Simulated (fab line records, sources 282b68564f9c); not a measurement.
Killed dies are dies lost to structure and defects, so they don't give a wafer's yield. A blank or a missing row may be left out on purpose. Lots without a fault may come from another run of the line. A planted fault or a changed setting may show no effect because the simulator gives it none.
Which tool did it? | flow rit_cmos | 7 lots, 21 wafers sampled, at 3 steps of a route of 202

WHAT THE GAUGES READ, wafer by wafer
RIT_NSD_OVL_MEAS_06.
lot  | measured    | on         | NSD_OVL (nm)
L938 | day 3 03:43 | overlay-02 | 1.5 1.7 2.0
L940 | day 3 15:22 | overlay-01 | 0.0 0.6 1.6
L942 | day 4 00:50 | overlay-02 | 1.3 0.6 1.6
L948 | day 5 09:08 | overlay-01 | 1.0 -0.8 -0.2
L950 | day 5 17:20 | overlay-02 | 421.7 419.3 420.8
L954 | day 6 12:53 | overlay-02 | 2.1 1.1 0.9
L958 | day 7 08:11 | overlay-01 | 1.1 2.0 1.1

WHICH TOOL RAN EACH LOT (tool, then ch and the chambers of the sampled wafers, then the start)
lot  | RIT_ACTIVE_ETCH_13                | RIT_NSD_EXPOSE_03
L938 | rie_diel-01 ch 0,1, day 1 19:49   | iline_stepper-01 ch 0, day 3 03:20
L940 | rie_diel-03 ch 0,1,2, day 2 05:50 | iline_stepper-01 ch 0, day 3 14:58
L942 | rie_diel-01 ch 0,2,3, day 2 16:34 | iline_stepper-02 ch 0, day 4 00:26
L948 | rie_diel-02 ch 0,1,2, day 3 21:50 | iline_stepper-02 ch 0, day 5 08:44
L950 | rie_diel-03 ch 0,2,3, day 4 08:38 | iline_stepper-01 ch 0, day 5 16:56
L954 | rie_diel-01 ch 0,1,3, day 5 05:52 | iline_stepper-02 ch 0, day 6 12:29
L958 | rie_diel-03 ch 0,3, day 6 00:06   | iline_stepper-02 ch 0, day 7 07:49
- RIT_ACTIVE_ETCH_13: etches Si3N4 in SF6, stops on SiO2, time 210 s, target depth 210 nm.
- RIT_NSD_EXPOSE_03: exposes mask M9, target cd 40700 nm.

THE ANSWER, worked out from the rows above alone
Rule: what is usual is taken from the lots themselves. Put in order of their means at a reading, lots are off if they are a third of the lots or fewer, leave a main group of 4 or more, and stand apart from it by a gap of 3 or more times the standard deviation of the main group's means; of several such gaps the widest counts. A main group whose means are all the same, to the digits that the tables above print for the reading, isn't used. A lot without any number at a reading at which 4 lots or more have one is off too. The other lots that the step has rows for count as sound.
Off: L950, at RIT_NSD_OVL_MEAS_06 (NSD_OVL). The main group: mean 1.1 nm, standard deviation 0.56.
A tool fits if, at a process step before that reading, it ran every lot that is off, and no sound lot after the first of them. The gauges at RIT_NSD_OVL_MEAS_06 are tried like those tools. One fits: iline_stepper-01 at RIT_NSD_EXPOSE_03. Its last sound lot is L940 (day 3 14:58), its first lot that is off L950 (day 5 16:56): a fault that began between those two fits.

WHAT THE SIMULATOR HAD PUT IN
Scanner matching overlay: iline_stepper-01, from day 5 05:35 on, at RIT_NSD_EXPOSE_03. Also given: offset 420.
Lots struck among those shown: L950. The rule above found the same.
